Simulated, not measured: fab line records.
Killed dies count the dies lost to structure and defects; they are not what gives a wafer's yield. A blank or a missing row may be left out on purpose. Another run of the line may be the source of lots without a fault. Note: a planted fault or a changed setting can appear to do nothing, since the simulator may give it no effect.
A lot that was struck, set against a sound lot | flow rit-cmos | 18 out of 202 route steps
Sound: the wafers L970.1, L970.2, L970.3. Struck: wafers L987.2, L987.5, L987.6. The cause is named last.
Each step with rows lists, per side, the tool, then ch with its chambers, then its first start. Under that, the readings that differ: sound wafers | struck wafers | difference of the means | sigmas: that difference in standard deviations of wafers without a fault.
alike: a reading whose means differ by less than 2 such deviations, as well as words and numbers matching on both sides. not compared: withheld readings; readings where some wafer has no value; bounds like >300 that might hide an equal value; numbers whose values overlap and for which the record gives no deviation.
A row with sigmas, a row that says differs or no value, or rows on one side alone: a step with any of these is where the two part. Numbers that have no deviation but don't overlap get no sigmas and don't part them. A reading missing from all wafers of one side parts the sides only when that side holds two or more wafers.

RIT_M1_SPUTTER_00: material Al, target thk 400 nm, time 500 s.
  struck on pvd-sputter-03, day 6 21:23; sound on pvd-sputter-03, day 3 10:30
  alike: throttle-valve-pct
RIT_M1_RS_MEAS_01: the measuring method here is four-point-probe.
  struck on film-metro-01, day 6 22:05; sound on film-metro-02, day 3 10:48
  alike: M1_AL_RS
RIT_M1_THK_MEAS_02: measures by xrf.
  struck on film-metro-01, day 6 22:11; sound on film-metro-02, day 3 10:55
  alike: M1_AL_THK
then, 6 steps without rows for these wafers: RIT_M1_HMDS_03 (prime time 60 s); RIT_M1_COAT_04 (resist thk 1300 nm); RIT_M1_SOFTBAKE_05 (time 60 s); RIT_M1_EXPOSE_06 (exposes mask M12, target cd 2600 nm); RIT_M1_PEB_07; RIT_M1_DEVELOP_08 (develop time 68 s).
RIT_M1_CD_MEAS_09: target cd 2600 nm.
  struck on cd-sem-02, day 6 23:18; sound on cd-sem-02, day 3 12:04
  alike: cd-nm
RIT_M1_OVL_MEAS_10:
  struck on overlay-01, day 6 23:25; sound on overlay-02, day 3 12:11
  alike: M1_OVL
then, 1 step without rows for these wafers: RIT_M1_HARDBAKE_11 (time 120 s).
RIT_M1_METAL_ETCH_12: etches Al in Cl2/BCl3, stops on SiO2, time 165 s, target depth 600 nm.
  sound on rie-metal-04 ch 0,1, day 3 12:29; struck on rie-metal-04 ch 0,1, day 6 23:41
  no value came back on the struck wafers for any of 6 readings (bcl3-flow-sccm (sccm), chamber-pressure-mTorr (mTorr) and others); on the sound wafers bcl3-flow-sccm (sccm) reads 50.15 49.56 49.79
  reading                                  | sound           | struck          | difference | sigmas
  model.NOVOLAK_of_M1_COAT_04.thk-nm (nm)  | 807.4 801 801   | 1143 1143 1138  | +338       |
  model.SiO2_of_CONTACT_CVD_00.thk-nm (nm) | 355.9 355 365.2 | 384.2 389 399.6 | +32.2      |
  not compared: rf-hours-counter-h
then, 1 step without rows for these wafers: RIT_M1_STRIP_13 (strips in nmp, time 600 s).
RIT_M1_STRIP_14: strips in O2, time 180 s.
  sound on plasma-asher-01 ch 0,1, day 3 12:49; struck on plasma-asher-04 ch 0,1, day 7 00:02
  alike: drypump-motor-current-A, o2-flow-sccm, rf-refl-power-W
  not compared: rf-hours-counter-h
RIT_M1_CD_MEAS_90: target cd 2600 nm.
  struck on cd-sem-01, day 7 00:14; sound on cd-sem-01, day 3 12:59
  reading    | sound          | struck | difference                    | sigmas
  cd-nm (nm) | 2597 2598 2603 | - - -  | no value on the struck wafers |
then, 1 step without rows for these wafers: RIT_M1_ANNEAL_15 (time 1800 s).
RIT_M1_PROBE_99:
  struck on prober-01, day 7 02:01; sound on prober-01, day 3 15:31
  reading                  | sound          | struck         | difference | sigmas
  defect-limited-yield (%) | 95.5 97.3 97.3 | 0 0 0          | -97        | -74
  killed_at_M0_to_M3       | 0 0 0          | 255 258 256    | +256       | +99 or more
  killed-dies              | 12 7 7         | 264 264 264    | +255       | +77
  killed-on-rim            | 3 2 1          | 70 70 70       | +68        | +42
  sort_bin_5_function (%)  | 3.0 0.4 1.1    | 98.9 98.9 98.5 | +97.3      | +99 or more
  sort-n-pass              | 252 257 257    | 0 0 0          | -255       | -77
  sort-yield-pct (%)       | 95.5 97.3 97.3 | 0 0 0          | -97        | -74
  alike: killed-at-contacts, killed-at-front-end, killed-open, killed-short, sort_bin_3_pad_short, sort_bin_6_memory

WHERE THEY PART
Earliest at RIT_M1_METAL_ETCH_12; latest, in this record, at RIT_M1_PROBE_99.

WHY: what had been put in by the simulator
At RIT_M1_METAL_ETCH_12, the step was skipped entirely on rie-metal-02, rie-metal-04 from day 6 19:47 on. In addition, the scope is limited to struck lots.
